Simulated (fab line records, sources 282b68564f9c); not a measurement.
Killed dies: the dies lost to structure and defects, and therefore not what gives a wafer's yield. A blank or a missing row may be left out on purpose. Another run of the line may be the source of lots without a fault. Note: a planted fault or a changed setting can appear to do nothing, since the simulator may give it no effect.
fab line records | flow rit_cmos
record lots=14 | wafers=42 | last_day=7
route steps=202 shown PSD@149 M1@202
lots untouched by any fault: they come from a run of this same line in which no faults occurred
start_h: hours from the record's opening day to when the first of the lot's shown wafers began | wait_h: time in hours since the lot's previous step | " repeats the value in the row above | L1.1+2: one row covering several wafers at once | - value missing, or start not given | * or withheld: withheld | < > ~ a bound
route shown NAME@n: a module of which the file shows steps, and the number in the route of the first | usual: the fault-free wafers' mean and standard deviation | same: alike in all rows | chamber/n: place in a boat | sites: per-site readings | _std_site: standard deviation of those values | _edge_site: the outer-site mean with the inner-site mean subtracted | radius_mm: how far each site lies from the wafer's centre | mask NAME#n: copy n | behind: the most recent tool/chamber to have shaped the wafer | hold: the reason the lot was held/the length of the hold in hours/how it ended | device: the n, p or np transistor that did not switch | end of line: the tests these same wafers got at the end of their route | a step given without rows: its recipe and nothing more | killed: dies lost to structure and defects at the first sort, not the wafer's yield | map: a wafer's dies, x killed, . not, _ none there
set.NAME: setting as actually run; set.NAME@STEP: the setting as run at that earlier step | model.NAME: the simulator's own value behind a step, which no gauge read
route steps across a sampled set of lots; one table per step, one row per wafer
## steps
# step RIT_PSD_HARDBAKE_07
# recipe resist=NOVOLAK | temp_c=140 | time_s=60
# usual heater_power_total_W=62.55/0.05 | plate_temp_C=140.01/0.13
lot.wafer | tool           | chamber | start_h | wait_h | heater_power_total_W | plate_temp_C
L776.4    | litho_track-04 | 0       | 49.30   | 0.1    | 62.59                | 139.84
L776.5    | "              | 0       | "       | "      | 62.55                | 140.00
L776.6    | "              | 0       | "       | "      | 62.44                | 139.77
L777.3    | litho_track-01 | 0       | 55.92   | 0.1    | 62.48                | 140.11
L777.5    | "              | 0       | "       | "      | 62.57                | 140.04
L777.6    | "              | 0       | "       | "      | 62.68                | 140.13
L778.2    | litho_track-04 | 0       | 60.76   | 0.1    | 62.58                | 139.91
L778.4    | "              | 0       | "       | "      | 62.56                | 139.83
L778.5    | "              | 0       | "       | "      | 62.58                | 139.93
L779.1    | litho_track-02 | 0       | 65.53   | 0.0    | 62.55                | 139.97
L779.2    | "              | 0       | "       | "      | 62.51                | 140.14
L779.6    | "              | 0       | "       | "      | 62.52                | 139.92
L781.3    | litho_track-02 | 0       | 74.76   | 0.2    | 62.48                | 139.99
L781.4    | "              | 0       | "       | "      | 62.44                | 139.85
L781.5    | "              | 0       | "       | "      | 62.59                | 139.97
L782.2    | litho_track-01 | 0       | 78.25   | 0.0    | 62.56                | 139.96
L782.3    | "              | 0       | "       | "      | 62.61                | 139.92
L782.5    | "              | 0       | "       | "      | 62.53                | 139.97
L783.2    | litho_track-02 | 0       | 83.36   | 0.0    | 62.53                | 139.96
L783.3    | "              | 0       | "       | "      | 62.59                | 139.97
L783.6    | "              | 0       | "       | "      | 62.56                | 140.04
L784.1    | litho_track-02 | 0       | 89.87   | 0.0    | 62.52                | 140.11
L784.2    | "              | 0       | "       | "      | 62.59                | 140.02
L784.4    | "              | 0       | "       | "      | 62.55                | 140.24
L786.1    | litho_track-02 | 0       | 98.28   | 0.0    | 62.51                | 139.91
L786.4    | "              | 0       | "       | "      | 62.55                | 140.12
L786.5    | "              | 0       | "       | "      | 62.49                | 139.89
L787.1    | litho_track-01 | 0       | 103.61  | 0.0    | 62.59                | 139.87
L787.3    | "              | 0       | "       | "      | 62.51                | 140.00
L787.4    | "              | 0       | "       | "      | 62.60                | 139.77
L788.2    | litho_track-02 | 0       | 108.96  | 0.0    | 62.63                | 139.95
L788.3    | "              | 0       | "       | "      | 62.55                | 139.72
L788.6    | "              | 0       | "       | "      | 62.47                | 139.96
L789.1    | litho_track-02 | 0       | 114.29  | 0.2    | 66.60                | 146.93
L789.4    | "              | 0       | "       | "      | 66.47                | 146.88
L789.6    | "              | 0       | "       | "      | 66.51                | 146.95
L791.1    | litho_track-02 | 0       | 128.27  | 0.0    | 66.53                | 146.92
L791.3    | "              | 0       | "       | "      | 66.49                | 146.97
L791.4    | "              | 0       | "       | "      | 66.49                | 147.15
L799.4    | litho_track-01 | 0       | 164.29  | 0.1    | 62.58                | 139.99
L799.5    | "              | 0       | "       | "      | 62.51                | 139.98
L799.6    | "              | 0       | "       | "      | 62.50                | 139.90
# step RIT_M1_PROBE_99
# usual killed_at_contacts=0.1/0.25 | killed_at_front_end=7.1/2.9 | killed_dies=7.2/2.9 | killed_open=3.6/1.9 | killed_short=3.5/1.9
# same gross_dies=264 | killed_at_M0_to_M3=0 | killed_at_M4_up=0 | killed_at_back_side=0 | killed_at_other=0
lot.wafer | tool      | chamber | start_h | wait_h | killed_at_contacts | killed_at_front_end | killed_dies | killed_open | killed_short
L777.3    | prober-01 | -       | 64.33   | 0.2    | 1                  | 2                   | 3           | 0           | 3
L777.5    | prober-01 | -       | 64.43   | 0.2    | 0                  | 6                   | 6           | 4           | 2
L777.6    | prober-01 | -       | 64.48   | 0.2    | 0                  | 8                   | 8           | 3           | 5
L784.1    | prober-01 | -       | 98.12   | 0.1    | 0                  | 5                   | 5           | 4           | 1
L784.2    | prober-01 | -       | 98.17   | 0.1    | 0                  | 2                   | 2           | 1           | 1
L784.4    | prober-01 | -       | 98.27   | 0.2    | 0                  | 4                   | 4           | 0           | 4
L787.1    | prober-02 | -       | 116.32  | 0.1    | 0                  | 12                  | 12          | 6           | 6
L787.3    | prober-02 | -       | 116.42  | 0.2    | 0                  | 7                   | 7           | 4           | 3
L787.4    | prober-02 | -       | 116.47  | 0.2    | 0                  | 6                   | 6           | 3           | 3
L788.2    | prober-01 | -       | 117.61  | 0.1    | 0                  | 5                   | 5           | 4           | 1
L788.3    | prober-01 | -       | 117.66  | 0.2    | 0                  | 5                   | 5           | 2           | 3
L788.6    | prober-01 | -       | 117.81  | 0.2    | 0                  | 4                   | 4           | 0           | 4
L789.1    | prober-02 | -       | 125.62  | 0.1    | 0                  | 8                   | 8           | 5           | 3
L789.4    | prober-02 | -       | 125.77  | 0.2    | 0                  | 12                  | 12          | 7           | 5
L789.6    | prober-02 | -       | 125.87  | 0.2    | 0                  | 4                   | 4           | 2           | 2
L791.1    | prober-02 | -       | 138.00  | 0.1    | 0                  | 12                  | 12          | 6           | 6
L791.3    | prober-02 | -       | 138.10  | 0.2    | 0                  | 10                  | 10          | 5           | 5
L791.4    | prober-02 | -       | 138.15  | 0.2    | 0                  | 11                  | 11          | 5           | 6
# killed by level:class
L777.3 GATE:geometric_particle:short=2 CONTACT:geometric_particle:short=1
L777.5 FOX1:geometric_particle:open=1 FOX1:geometric_particle:short=1 GATE:geometric_particle:open=1 REOX:geometric_particle:open=1 SPACER:geometric_particle:short=1 SPACER:geometric_particle:open=1
L777.6 REOX:geometric_particle:short=3 REOX:geometric_particle:open=2 FOX1:geometric_particle:short=1 GATE:geometric_particle:open=1 GATE:geometric_particle:short=1
L784.1 SPACER:geometric_particle:open=2 FOX1:geometric_particle:short=1 FOX1:geometric_particle:open=1 GATE:geometric_particle:open=1
L784.2 FOX1:geometric_particle:open=1 SPACER:geometric_particle:short=1
L784.4 SPACER:geometric_particle:short=2 FOX1:geometric_particle:short=1 GATE:geometric_particle:short=1
L787.1 GATE:geometric_particle:short=5 GATE:geometric_particle:open=3 REOX:geometric_particle:open=2 REOX:geometric_particle:short=1 SILICIDE:geometric_particle:open=1
L787.3 SILICIDE:geometric_particle:open=2 FOX1:geometric_particle:short=1 FOX2:geometric_particle:open=1 GATE:geometric_particle:short=1 GATE:geometric_particle:open=1 SILICIDE:geometric_particle:short=1
L787.4 GATE:geometric_particle:short=3 GATE:geometric_particle:open=2 SPACER:geometric_particle:open=1
L788.2 FOX2:geometric_particle:open=2 GATE:geometric_particle:open=2 GATE:geometric_particle:short=1
L788.3 REOX:geometric_particle:short=2 GATE:geometric_particle:short=1 GATE:geometric_particle:open=1 REOX:geometric_particle:open=1
L788.6 REOX:geometric_particle:short=2 GATE:geometric_particle:short=1 SILICIDE:geometric_particle:short=1
L789.1 FOX2:geometric_particle:open=2 GATE:geometric_particle:short=2 GATE:geometric_particle:open=1 REOX:geometric_particle:open=1 SPACER:geometric_particle:open=1 SILICIDE:geometric_particle:short=1
L789.4 SILICIDE:geometric_particle:short=3 GATE:geometric_particle:short=2 GATE:geometric_particle:open=2 SPACER:geometric_particle:open=2 SILICIDE:geometric_particle:open=2 FOX1:geometric_particle:open=1
L789.6 FOX1:geometric_particle:open=2 GATE:geometric_particle:short=1 SILICIDE:geometric_particle:short=1
L791.1 REOX:geometric_particle:short=3 FOX2:geometric_particle:open=2 SPACER:geometric_particle:open=2 FOX1:geometric_particle:short=1 FOX1:geometric_particle:open=1 SPACER:geometric_particle:short=1 SILICIDE:geometric_particle:short=1 SILICIDE:geometric_particle:open=1
L791.3 REOX:geometric_particle:short=3 REOX:geometric_particle:open=3 GATE:geometric_particle:short=2 FOX1:geometric_particle:open=1 GATE:geometric_particle:open=1
L791.4 GATE:geometric_particle:short=3 REOX:geometric_particle:open=2 FOX1:geometric_particle:short=1 FOX2:geometric_particle:open=1 GATE:geometric_particle:open=1 REOX:geometric_particle:short=1 SPACER:geometric_particle:short=1 SPACER:geometric_particle:open=1
## key
first_sign step=RIT_PSD_HARDBAKE_07 | reading=heater_power_total_W | direction=up | sigmas=80 | usual=62.55 | struck=66.52
effect step=RIT_PSD_HARDBAKE_07 | reading=plate_temp_C | direction=up | sigmas=55 | usual=* | struck=*
met_at RIT_PSD_HARDBAKE_07
struck_lots L789,L791
tester_left_out L789,L791
onset_between 108.96 114.29
fault kind=process_parameter_drift | tool=litho_track-02 | chamber=- | onset_h=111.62 | steps=RIT_PSD_HARDBAKE_07 | channel=temp_c | offset=* | shape=step | end_h=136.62 | acts_in=* | stated=*
# tester_left_out: of these lots the tester's yield and bins aren't shown, on N5 and GAA mostly nor the transistor test; their killed dies are dies lost to structure and defects alone, not to doping, threshold or leakage, so they don't give the yield
